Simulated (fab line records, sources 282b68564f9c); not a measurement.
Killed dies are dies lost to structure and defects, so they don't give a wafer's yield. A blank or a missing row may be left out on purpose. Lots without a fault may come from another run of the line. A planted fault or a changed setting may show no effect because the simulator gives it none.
fab line records | flow rit_cmos
record lots=12 wafers=36 last_day=7
route steps=202 shown ACTIVE@7
lots that met no fault: from a run of the same line without faults
start_h: hours from the record's first day to the start of the lot's first wafer shown | wait_h: hours since the lot's step before | " the same as in the row above | L1.1+2: a row that stands for several wafers | - no value, or no start given | * or withheld: withheld | < > ~ a bound
route shown NAME@n: a module of which the file shows steps, and the number in the route of the first | usual: mean/standard deviation of fault-free wafers | same: alike in all rows | chamber/n: place in a boat | sites: the reading at each site | _std_site: their standard deviation | _edge_site: outer sites' mean less inner sites' | radius_mm: how far each site lies from the wafer's centre | mask NAME#n: copy n | behind: the tool/chamber that last shaped the wafer | hold: why the lot was held/for how many hours/how that ended | device: the transistor (n, p or np) that didn't switch | end of line: the same wafers' tests at the end of the route | a step without rows: its recipe alone | killed: dies lost to structure and defects at the first sort, not the wafer's yield | map: a wafer's dies, x killed, . not, _ none there
set.NAME: the setting as run; set.NAME@STEP: as run at that earlier step | model.NAME: the simulator's own value behind a step, which no gauge read
steps of the route over a sample of lots; a table a step, a row a wafer
## steps
# step RIT_ACTIVE_COAT_06
# recipe resist=NOVOLAK spin_rpm=3250 resist_thk_nm=1000
# usual dispense_pressure_kPa=50.2/1.6 spin_speed_rpm=3249.7/2.1
# columns lot.wafer tool chamber start_h wait_h dispense_pressure_kPa spin_speed_rpm
L706.1 litho_track-03 0 14.20 0.1 48.7 3250.0
L706.2 " 0 " " 48.7 3250.1
L706.3 " 0 " " 48.7 3247.3
L707.2 litho_track-02 0 18.87 0.1 52.7 3251.2
L707.3 " 0 " " 52.7 3248.2
L707.4 " 0 " " 52.7 3248.7
L708.1 litho_track-01 0 24.94 0.1 50.9 3247.8
L708.2 " 0 " " 50.9 3247.5
L708.5 " 0 " " 51.0 3246.5
L709.1 litho_track-02 0 28.81 0.1 52.7 3248.2
L709.2 " 0 " " 52.7 3249.1
L709.6 " 0 " " 52.7 3246.5
L710.1 litho_track-03 0 33.74 0.1 48.7 3251.7
L710.4 " 0 " " 48.6 3254.1
L710.5 " 0 " " 48.7 3251.1
L711.1 litho_track-01 0 38.74 0.1 50.9 3248.7
L711.3 " 0 " " 51.0 3248.9
L711.4 " 0 " " 50.9 3251.8
L712.1 litho_track-02 0 43.74 0.1 52.7 3250.4
L712.2 " 0 " " 52.7 3247.1
L712.6 " 0 " " 52.7 3248.2
L713.1 litho_track-01 0 49.45 0.1 51.0 3250.3
L713.3 " 0 " " 51.0 3247.5
L713.4 " 0 " " 50.9 3250.1
L714.1 litho_track-02 0 53.74 0.1 52.7 3249.9
L714.3 " 0 " " 52.7 3249.1
L714.6 " 0 " " 52.7 3251.8
L722.2 litho_track-03 0 93.77 0.1 48.7 3978.1
L722.3 " 0 " " 48.7 3975.6
L722.4 " 0 " " 48.7 3981.4
L724.2 litho_track-03 0 103.77 0.1 48.7 3975.5
L724.4 " 0 " " 48.6 3972.2
L724.5 " 0 " " 48.7 3974.7
L728.1 litho_track-02 0 123.74 0.1 52.7 3250.6
L728.4 " 0 " " 52.7 3250.1
L728.5 " 0 " " 52.7 3250.4
# step RIT_ACTIVE_CD_MEAS_11
# recipe target_cd_nm=1400
# usual cd_nm=1400.0/2.4
# columns lot.wafer tool chamber start_h wait_h cd_nm
L706.1 cd_sem-01 - 15.11 - 1402.1
L706.2 " - " " 1403.8
L706.3 " - " " 1401.3
L707.2 cd_sem-01 - 19.69 - 1400.7
L707.3 " - " " 1403.3
L707.4 " - " " 1401.5
L708.1 cd_sem-01 - 25.64 - 1399.9
L708.2 " - " " 1401.0
L708.5 " - " " 1400.5
L709.1 cd_sem-01 - 29.63 - 1396.6
L709.2 " - " " 1397.0
L709.6 " - " " 1397.1
L710.1 cd_sem-02 - 34.44 - 1403.3
L710.4 " - " " 1402.3
L710.5 " - " " 1402.9
L711.1 cd_sem-01 - 39.56 - 1399.7
L711.3 " - " " 1402.4
L711.4 " - " " 1399.0
L712.1 cd_sem-01 - 44.44 - 1400.3
L712.2 " - " " 1401.1
L712.6 " - " " 1401.8
L713.1 cd_sem-02 - 50.28 - 1398.7
L713.3 " - " " 1395.8
L713.4 " - " " 1397.5
L714.1 cd_sem-01 - 54.56 - 1398.4
L714.3 " - " " 1400.0
L714.6 " - " " 1400.3
L722.2 cd_sem-02 - 94.58 - 1390.9
L722.3 " - " " 1390.9
L722.4 " - " " 1392.2
L724.2 cd_sem-01 - 104.54 - 1387.6
L724.4 " - " " 1387.3
L724.5 " - " " 1390.0
L728.1 cd_sem-02 - 124.56 - 1393.0
L728.4 " - " " 1394.0
L728.5 " - " " 1395.0
## key
first_sign step=RIT_ACTIVE_COAT_06 reading=spin_speed_rpm direction=up sigmas=99+ usual=3249.7 struck=3976.2
effect step=RIT_ACTIVE_CD_MEAS_11 reading=cd_nm direction=down sigmas=4.3 usual=1400.0 struck=1389.8
met_at RIT_ACTIVE_COAT_06
struck_lots L722,L724
tester_left_out L722,L724
onset_between 33.74 93.77
fault kind=process_parameter_drift tool=litho_track-03 chamber=- onset_h=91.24 steps=RIT_ACTIVE_COAT_06 channel=spin_rpm offset=725.91 shape=step end_h=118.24 acts_in=these_recipes_only stated=3250
# tester_left_out: of these lots the tester's yield and bins aren't shown, on N5 and GAA mostly nor the transistor test; their killed dies are dies lost to structure and defects alone, not to doping, threshold or leakage, so they don't give the yield
